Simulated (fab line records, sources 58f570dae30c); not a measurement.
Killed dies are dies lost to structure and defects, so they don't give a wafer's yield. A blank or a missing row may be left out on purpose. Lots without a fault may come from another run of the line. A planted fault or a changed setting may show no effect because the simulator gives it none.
fab line records | flow berkeley_cmos170
record lots=5 wafers=15 last_day=12
route steps=331 shown SPACER@172 PSD@175 NSD@187
lots that met no fault: from a run of the same line without faults
start_h: hours from the record's first day to the start of the lot's first wafer shown | wait_h: hours since the lot's step before | " the same as in the row above | L1.1+2: a row that stands for several wafers | - no value, or no start given | * or withheld: withheld | < > ~ a bound
route shown NAME@n: a module of which the file shows steps, and the number in the route of the first | usual: mean/standard deviation of fault-free wafers | same: alike in all rows | chamber/n: place in a boat | sites: the reading at each site | _std_site: their standard deviation | _edge_site: outer sites' mean less inner sites' | radius_mm: how far each site lies from the wafer's centre | mask NAME#n: copy n | behind: the tool/chamber that last shaped the wafer | hold: why the lot was held/for how many hours/how that ended | device: the transistor (n, p or np) that didn't switch | end of line: the same wafers' tests at the end of the route | a step without rows: its recipe alone | killed: dies lost to structure and defects at the first sort, not the wafer's yield | map: a wafer's dies, x killed, . not, _ none there
set.NAME: the setting as run; set.NAME@STEP: as run at that earlier step | model.NAME: the simulator's own value behind a step, which no gauge read
lots at some steps of the route; a table a step, a row a wafer
services: from which hour (start_h, from the record's first day; less than 0 if before it) a tool's chamber was out of use, for how many hours, and why
## steps
# step UCB170_SPACER_THK_MEAS_01
# recipe reads=SiO2_of_SPACER_CVD_00
# usual SPACER_TEOS_THK=379/4.6
# columns lot.wafer tool chamber start_h wait_h SPACER_TEOS_THK[nm]
L801.1 film_metro-03 - 204.69 0.0 381
L801.2 " - " " 377
L801.5 " - " " 382
L803.2 film_metro-01 - 210.99 0.3 379
L803.3 " - " " 377
L803.4 " - " " 387
L806.2 film_metro-01 - 230.33 0.0 384
L806.5 " - " " 382
L806.6 " - " " 379
L810.2 film_metro-04 - 254.57 0.0 376
L810.3 " - " " 374
L810.5 " - " " 381
L813.1 film_metro-04 - 263.21 0.0 381
L813.2 " - " " 378
L813.3 " - " " 380
# step UCB170_SPACER_ANNEAL_02
# recipe temp_c=900 time_s=1800 ambient=N2
# step UCB170_SPACER_ETCHBACK_03
# recipe stop_on=Si target=SiO2 chemistry=CHF3/CF4/Ar CHF3_flow_sccm=50 cf4_flow_sccm=10 Ar_flow_sccm=120 pressure_mtorr=200 rf_w=500 target_depth_a=3760 time_s=100
# usual cf4_flow_sccm=10.00/0.031 chamber_pressure_mTorr=199.97/0.16 drypump_motor_current_A=5.7/0.4 oes_product_au=0.911/0.019 throttle_valve_pct=6.47/0.11
# columns lot.wafer tool chamber start_h wait_h cf4_flow_sccm chamber_pressure_mTorr drypump_motor_current_A oes_product_au rf_hours_counter_h throttle_valve_pct
L801.1 rie_diel-04 1 209.10 0.0 9.99 200.12 6.0 0.926 9 6.33
L801.2 " 0 " " 10.00 200.02 5.8 0.923 8 6.57
L801.5 " 1 " " 10.01 199.73 6.0 0.938 - 6.34
L803.2 rie_diel-04 3 215.27 0.0 10.05 200.08 5.3 0.925 102 6.46
L803.3 " 1 " " 9.97 199.95 5.9 0.926 9 6.34
L803.4 " 0 " " 10.03 199.96 5.8 0.941 8 6.56
L806.2 rie_diel-03 1 236.07 0.0 9.98 200.02 5.6 0.900 10 6.33
L806.5 " 2 " " 10.01 199.87 5.6 0.906 - 6.47
L806.6 " 1 " " 10.03 200.01 5.5 0.901 - 6.35
L810.2 rie_diel-04 0 263.44 0.0 9.98 199.99 5.9 0.921 11 6.57
L810.3 " 1 " " 10.00 200.09 5.9 0.915 12 6.31
L810.5 " 2 " " 9.99 199.89 5.4 0.935 - 6.57
L813.1 rie_diel-03 3 270.23 0.0 10.00 200.00 6.5 0.931 19 6.62
L813.2 " 1 " " 9.97 200.12 5.5 0.888 11 6.33
L813.3 " 0 " " 10.00 199.97 5.1 0.908 73 6.65
# step UCB170_PSD_HMDS_00
# recipe prime_time_s=60 prime_temp_c=100
# step UCB170_PSD_COAT_01
# recipe resist=KrF spin_rpm=1500 resist_thk_nm=900
# step UCB170_PSD_SOFTBAKE_02
# recipe resist=KrF temp_c=130 time_s=60
# step UCB170_PSD_EXPOSE_03
# recipe mask_id=PSELECT_MOD na=0.5 sigma_outer=0.6 source_shape=conventional target_cd_nm=1200 dose_mj=30
# step UCB170_PSD_PEB_04
# recipe peb_temp_c=130 peb_time_s=withheld resist=KrF
# step UCB170_PSD_DEVELOP_05
# recipe developer=TMAH develop_time_s=45 resist=KrF dev_temp_c=21
# step UCB170_PSD_CD_MEAS_06
# recipe target_cd_nm=1200
# usual cd_nm=1200.1/1.4
# columns lot.wafer tool chamber start_h wait_h cd_nm
L801.1 cd_sem-02 - 210.56 - 1199.3
L801.2 " - " " 1198.2
L801.5 " - " " 1198.1
L803.2 cd_sem-01 - 217.31 - 1200.1
L803.3 " - " " 1199.3
L803.4 " - " " 1200.6
L806.2 cd_sem-01 - 237.59 - 1197.1
L806.5 " - " " 1196.7
L806.6 " - " " 1196.6
L810.2 cd_sem-02 - 264.41 - 1201.3
L810.3 " - " " 1203.2
L810.5 " - " " 1200.1
L813.1 cd_sem-01 - 271.15 - 1200.9
L813.2 " - " " 1200.8
L813.3 " - " " 1201.8
# step UCB170_PSD_OVL_MEAS_07
# usual PSD_OVL=-2/5.8
# columns lot.wafer tool chamber start_h wait_h PSD_OVL[nm]
L801.1 overlay-02 - 210.68 0.1 -5
L801.2 " - " " -1
L801.5 " - " " -13
L803.2 overlay-01 - 217.41 0.1 0
L803.3 " - " " 0
L803.4 " - " " -3
L806.2 overlay-01 - 237.70 0.1 -12
L806.5 " - " " -21
L806.6 " - " " -10
L810.2 overlay-02 - 264.51 0.1 1
L810.3 " - " " 0
L810.5 " - " " -1
L813.1 overlay-02 - 271.27 0.1 -3
L813.2 " - " " -2
L813.3 " - " " 0
# step UCB170_PSD_IMPLANT_08
# recipe species=B dose_cm2=3e+15 energy_kev=20 tilt_deg=7
# step UCB170_PSD_STRIP_09
# recipe chemistry=O2 power_w=400 pressure_mtorr=3500 platen_temp_c=withheld o2_flow_sccm=400 overash_fraction=0.5
# usual chamber_pressure_mTorr=3500/3.1 drypump_motor_current_A=6.07/0.29 oes_product_au=0.600/0.0047 strip_time_to_endpoint_s=29.39/0.08
# columns lot.wafer tool chamber start_h wait_h chamber_pressure_mTorr drypump_motor_current_A oes_product_au rf_hours_counter_h strip_time_to_endpoint_s model.KrF_of_PSD_COAT_01.thk_nm
L801.1 plasma_asher-01 0 210.87 0.1 3501 6.13 0.602 49 29.24 0
L801.2 " 1 " " 3501 6.05 0.603 49 29.28 0
L801.5 " 1 " " 3501 6.04 0.605 - 29.25 0
L803.2 plasma_asher-01 1 217.59 0.1 3500 6.05 0.437 50 - 690.2
L803.3 " 1 " " 3499 6.04 0.439 - - 692.2
L803.4 " 0 " " 3507 6.16 0.445 - - 690.9
L806.2 plasma_asher-04 1 237.88 0.1 3492 6.09 0.595 17 29.35 0
L806.5 " 0 " " 3503 6.44 0.602 - 29.33 0
L806.6 " 1 " " 3497 6.07 0.604 - 29.38 0
L810.2 plasma_asher-03 0 264.69 0.1 3497 6.17 0.602 46 29.21 0
L810.3 " 0 " " 3495 6.16 0.600 - 29.21 0
L810.5 " 0 " " 3496 6.14 0.595 - 29.36 0
L813.1 plasma_asher-01 0 271.45 0.1 3498 6.16 0.599 57 29.33 0
L813.2 " 1 " " 3497 6.10 0.599 57 29.31 0
L813.3 " 1 " " 3502 6.12 0.592 - 29.37 0
# step UCB170_PSD_TW_MEAS_10
# usual PSD_TW=2321/27
# columns lot.wafer tool chamber start_h wait_h PSD_TW
L801.1 film_metro-02 - 211.09 0.2 2345
L801.2 " - " " 2329
L801.5 " - " " 2326
L803.2 film_metro-02 - 217.73 0.1 2324
L803.3 " - " " 2318
L803.4 " - " " 2335
L806.2 film_metro-03 - 237.99 0.1 2270
L806.5 " - " " 2279
L806.6 " - " " 2280
L810.2 film_metro-01 - 264.80 0.1 2341
L810.3 " - " " 2350
L810.5 " - " " 2348
L813.1 film_metro-01 - 271.55 0.1 2346
L813.2 " - " " 2339
L813.3 " - " " 2343
# step UCB170_PSD_CLEAN_11
# recipe chemistry=SPM temp_c=120 time_s=600
# step UCB170_NSD_HMDS_00
# recipe prime_time_s=60 prime_temp_c=100
# step UCB170_NSD_COAT_01
# recipe resist=KrF spin_rpm=1500 resist_thk_nm=900
# step UCB170_NSD_SOFTBAKE_02
# recipe resist=KrF temp_c=130 time_s=60
# step UCB170_NSD_EXPOSE_03
# recipe mask_id=NSELECT_MOD na=0.5 sigma_outer=0.6 source_shape=conventional target_cd_nm=1200 dose_mj=30
# step UCB170_NSD_PEB_04
# recipe peb_temp_c=130 peb_time_s=withheld resist=KrF
# step UCB170_NSD_DEVELOP_05
# recipe developer=TMAH develop_time_s=45 resist=KrF dev_temp_c=21
# step UCB170_NSD_CD_MEAS_06
# recipe target_cd_nm=1200
# usual cd_nm=1200.0/1.5
# columns lot.wafer tool chamber start_h wait_h cd_nm
L801.1 cd_sem-01 - 212.54 - 1199.8
L801.2 " - " " 1199.2
L801.5 " - " " 1198.3
L803.2 cd_sem-01 - 220.28 - 1198.4
L803.3 " - " " 1199.0
L803.4 " - " " 1199.5
L806.2 cd_sem-02 - 240.49 - 1200.3
L806.5 " - " " 1200.5
L806.6 " - " " 1201.0
L810.2 cd_sem-01 - 266.42 - 1199.2
L810.3 " - " " 1199.1
L810.5 " - " " 1199.4
L813.1 cd_sem-02 - 275.39 - 1198.9
L813.2 " - " " 1198.3
L813.3 " - " " 1198.9
# step UCB170_NSD_OVL_MEAS_07
# usual NSD_OVL=1/5.5
# columns lot.wafer tool chamber start_h wait_h NSD_OVL[nm]
L801.1 overlay-02 - 212.66 0.1 11
L801.2 " - " " 11
L801.5 " - " " 6
L803.2 overlay-02 - 220.38 0.1 -2
L803.3 " - " " 0
L803.4 " - " " 3
L806.2 overlay-02 - 240.60 0.1 5
L806.5 " - " " 0
L806.6 " - " " -5
L810.2 overlay-02 - 266.53 0.1 -3
L810.3 " - " " 5
L810.5 " - " " 8
L813.1 overlay-02 - 275.51 0.1 -13
L813.2 " - " " -11
L813.3 " - " " -12
# step UCB170_NSD_IMPLANT_08
# recipe species=P dose_cm2=3e+15 energy_kev=40 tilt_deg=7
# step UCB170_NSD_STRIP_09
# recipe chemistry=O2 power_w=400 pressure_mtorr=3500 platen_temp_c=withheld o2_flow_sccm=400 overash_fraction=0.5
# usual chamber_pressure_mTorr=3500/3.1 drypump_motor_current_A=5.91/0.3 oes_product_au=0.534/0.0046 strip_time_to_endpoint_s=35.83/0.087
# columns lot.wafer tool chamber start_h wait_h chamber_pressure_mTorr drypump_motor_current_A oes_product_au rf_hours_counter_h strip_time_to_endpoint_s
L801.1 plasma_asher-01 0 212.85 0.1 3503 6.13 0.539 49 35.87
L801.2 " 1 " " 3507 6.13 0.542 49 35.92
L801.5 " 1 " " 3500 6.12 0.532 - 35.84
L803.2 plasma_asher-01 0 220.56 0.1 3493 6.14 0.609 50 56.26
L803.3 " 1 " " 3501 6.05 0.608 - 56.33
L803.4 " 0 " " 3506 6.16 0.604 - 56.29
L806.2 plasma_asher-02 0 240.78 0.1 3503 5.64 0.537 51 35.77
L806.5 " 1 " " 3501 6.16 0.531 - 35.77
L806.6 " 0 " " 3498 5.64 0.533 - 35.83
L810.2 plasma_asher-02 1 266.71 0.1 3500 6.17 0.541 54 35.83
L810.3 " 0 " " 3498 5.67 0.532 - 35.82
L810.5 " 1 " " 3504 6.16 0.529 - 35.81
L813.1 plasma_asher-03 0 275.70 0.1 3496 6.17 0.534 47 35.71
L813.2 " 1 " " 3504 5.41 0.534 47 35.75
L813.3 " 0 " " 3501 6.19 0.528 - 35.78
# step UCB170_NSD_TW_MEAS_10
# usual NSD_TW=4162/56
# columns lot.wafer tool chamber start_h wait_h NSD_TW
L801.1 film_metro-01 - 212.95 0.1 4192
L801.2 " - " " 4189
L801.5 " - " " 4190
L803.2 film_metro-01 - 220.67 0.1 30
L803.3 " - " " 30
L803.4 " - " " 30
L806.2 film_metro-03 - 240.89 0.1 4076
L806.5 " - " " 4109
L806.6 " - " " 4077
L810.2 film_metro-01 - 266.82 0.1 4212
L810.3 " - " " 4218
L810.5 " - " " 4212
L813.1 film_metro-02 - 275.80 0.1 4216
L813.2 " - " " 4217
L813.3 " - " " 4232
# step UCB170_NSD_CLEAN_11
# recipe chemistry=SPM temp_c=120 time_s=600
## services
# columns tool chamber start_h hours kind
rie_diel-04 1 185.27 3.7 repair
rie_diel-04 1 194.67 3.4 repair
plasma_asher-02 - 218.59 11.1 repair
plasma_asher-03 - 219.36 12.2 repair
rie_diel-03 2 219.78 1.3 repair
rie_diel-04 - 240.21 0.5 repair
rie_diel-03 - 245.37 2.8 pm
rie_diel-04 3 252.77 2.7 repair
rie_diel-04 0 266.99 8.0 repair
## key
first_sign step=UCB170_PSD_STRIP_09 reading=oes_product_au direction=down sigmas=34 usual=0.600 struck=0.440
effect step=UCB170_NSD_STRIP_09 reading=strip_time_to_endpoint_s direction=up sigmas=99+ usual=* struck=*
effect step=UCB170_NSD_TW_MEAS_10 reading=NSD_TW direction=down sigmas=74 usual=4162 struck=30
model_effect step=UCB170_PSD_STRIP_09 value=KrF_of_PSD_COAT_01.thk_nm without=0 struck=691.1
met_at UCB170_PSD_STRIP_09
struck_wafers L803.2,L803.3,L803.4
rows_end L803.2,L803.3,L803.4
onset_between 210.87 217.59
fault kind=strip_aborted tool=plasma_asher-01 chamber=- onset_h=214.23 steps=UCB170_PSD_STRIP_09 offset=0.85 end_h=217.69
# rows_end: these wafers met a further fault down the route, and their rows from its step on are left out
